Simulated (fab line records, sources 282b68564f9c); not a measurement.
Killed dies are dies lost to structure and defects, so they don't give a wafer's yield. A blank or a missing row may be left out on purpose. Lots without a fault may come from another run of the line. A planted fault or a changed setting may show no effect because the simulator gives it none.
Split-lot experiment | flow rit_cmos | 5 lots, 22 wafers read, on a route of 202 steps

THE SPLIT
At RIT_GATE_DEVELOP_15 (develop time 50 s), the setting dev_temp_c was moved away from the recipe's 23 C on 4 of the 22 wafers read, by -13.0% to -12.0%. The other wafers ran this setting at the recipe's value.

FROM THE SPLIT TO THE READING: what the file shows between them, 2 steps
- RIT_NLDD_HARDBAKE_07: time 60 s (also split here: temp_c)
- RIT_PLDD_IMPLANT_08 (also split here: dose_cm2)

THE READING
etest.ppoly_line.line_ohm_um (the simulator's own value, which no gauge read), at RIT_M1_PROBE_99. The file gives no usual value for it. The 18 wafers here that ran the recipe average 165.7, standard deviation 5.7.

wafer  | tool, chamber at the split | dev_temp_c as run, C | against the recipe | etest.ppoly_line.line_ohm_um | against lot-mates on the recipe
L074.1 | litho_track-03, 0          | 23                   | recipe             | 162.6                        | -
L074.2 | litho_track-03, 0          | 23                   | recipe             | 166.5                        | -
L074.3 | litho_track-03, 0          | 23                   | recipe             | 168.9                        | -
L074.5 | litho_track-03, 0          | 23                   | recipe             | 171                          | -
L075.1 | litho_track-03, 0          | 23                   | recipe             | 167                          | -
L075.2 | litho_track-03, 0          | 23                   | recipe             | 164.6                        | -
L075.3 | litho_track-03, 0          | 23                   | recipe             | 168.4                        | -
L075.5 | litho_track-03, 0          | 23                   | recipe             | 166.3                        | -
L075.6 | litho_track-03, 0          | 23                   | recipe             | 175.8                        | -
L076.1 | litho_track-03, 0          | 23                   | recipe             | 169.3                        | -
L076.2 | litho_track-03, 0          | 23                   | recipe             | 167.5                        | -
L076.6 | litho_track-03, 0          | 23                   | recipe             | 170.6                        | -
L078.1 | litho_track-03, 0          | 23                   | recipe             | 158.1                        | -
L078.2 | litho_track-03, 0          | 23                   | recipe             | 153.7                        | -
L078.4 | litho_track-03, 0          | 23                   | recipe             | 157                          | -
L078.5 | litho_track-03, 0          | 20.25                | -12.0%             | 196                          | +39.7
L078.6 | litho_track-03, 0          | 20.25                | -12.0%             | 186.6                        | +30.3
L085.2 | litho_track-02, 0          | 20                   | -13.0%             | 196.9                        | +31.6
L085.3 | litho_track-02, 0          | 23                   | recipe             | 157                          | -
L085.4 | litho_track-02, 0          | 23                   | recipe             | 169.4                        | -
L085.5 | litho_track-02, 0          | 23                   | recipe             | 169.6                        | -
L085.6 | litho_track-02, 0          | 20                   | -13.0%             | 189.6                        | +24.3

THE FIT
A straight line over all 22 wafers: etest.ppoly_line.line_ohm_um changes by -2.12 for each +1% of dev_temp_c; r = -0.88; the points scatter about the line by 5.7.
The same after taking each lot's own level away (the mean of its wafers on the recipe; 22 wafers): -2.5 for each +1%; r = -0.94; scatter 4.5.
On that fit, the largest move of dev_temp_c shifts the reading by 33.
The lots' own levels span 156.27 to 169.13, that is 2.3 times the standard deviation above.
So the lot-to-lot level changes the slope: the two fits differ.
Check: with one of the wafers moved furthest among these (-13.0%) left out of the fit, the line predicts +33 for it against its lot-mates. It came out at +31.6 against them.

OTHER SPLITS ON THESE WAFERS
These wafers also went through other splits before the reading. Each is held against what the fit with the lots' levels taken away leaves over:
other split on the same wafers       | wafers away from the commonest value | r with etest.ppoly_line.line_ohm_um (lot level and that fit taken away)
RIT_ACTIVE_COAT_06 resist_thk_nm     | 5                                    | -0.14
RIT_ACTIVE_DEVELOP_10 develop_time_s | 9                                    | +0.28
RIT_NWELL_IMPLANT_08 dose_cm2        | 9                                    | -0.20
RIT_PWELL_COAT_01 spin_rpm           | 7                                    | +0.21
RIT_PWELL_IMPLANT_08 dose_cm2        | 7                                    | +0.43
RIT_PRETRO_COAT_01 resist_thk_nm     | 9                                    | +0.61
RIT_GATE_CVD_08 sih4_flow_sccm       | 10                                   | -0.22
RIT_NLDD_HARDBAKE_07 temp_c          | 7                                    | -0.31
RIT_PLDD_IMPLANT_08 dose_cm2         | 9                                    | -0.25

THE WHOLE CHAIN: every reading that the file lists as answering this split, in the file's order
step            | what it does | reading                                                                       | change (the file's fit)           | r (the file's)
RIT_M1_PROBE_99 |              | etest.pmos_0p15.r_on_ohm_um (the simulator's own value, which no gauge read)  | +32.3 for each +1% of the setting | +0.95
RIT_M1_PROBE_99 |              | etest.pmos_0p3.r_on_ohm_um (the simulator's own value, which no gauge read)   | +33.4 for each +1% of the setting | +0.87
RIT_M1_PROBE_99 |              | etest.nmos_0p15.r_on_ohm_um (the simulator's own value, which no gauge read)  | +8.72 for each +1% of the setting | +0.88
RIT_M1_PROBE_99 |              | etest.nmos_0p15.drive_ua_um (the simulator's own value, which no gauge read)  | -6.55 for each +1% of the setting | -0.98
RIT_M1_PROBE_99 |              | etest.pmos_0p15.drive_ua_um (the simulator's own value, which no gauge read)  | -4.19 for each +1% of the setting | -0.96
RIT_M1_PROBE_99 |              | etest.npoly_line.line_ohm_um (the simulator's own value, which no gauge read) | -2.65 for each +1% of the setting | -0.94
RIT_M1_PROBE_99 |              | etest.nmos_0p3.r_on_ohm_um (the simulator's own value, which no gauge read)   | +9.77 for each +1% of the setting | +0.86
RIT_M1_PROBE_99 |              | etest.ppoly_line.line_ohm_um (the simulator's own value, which no gauge read) | -2.5 for each +1% of the setting  | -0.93

THE FILE'S OWN FIT
etest.ppoly_line.line_ohm_um changes by -2.5 for each +1% of dev_temp_c, r = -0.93.
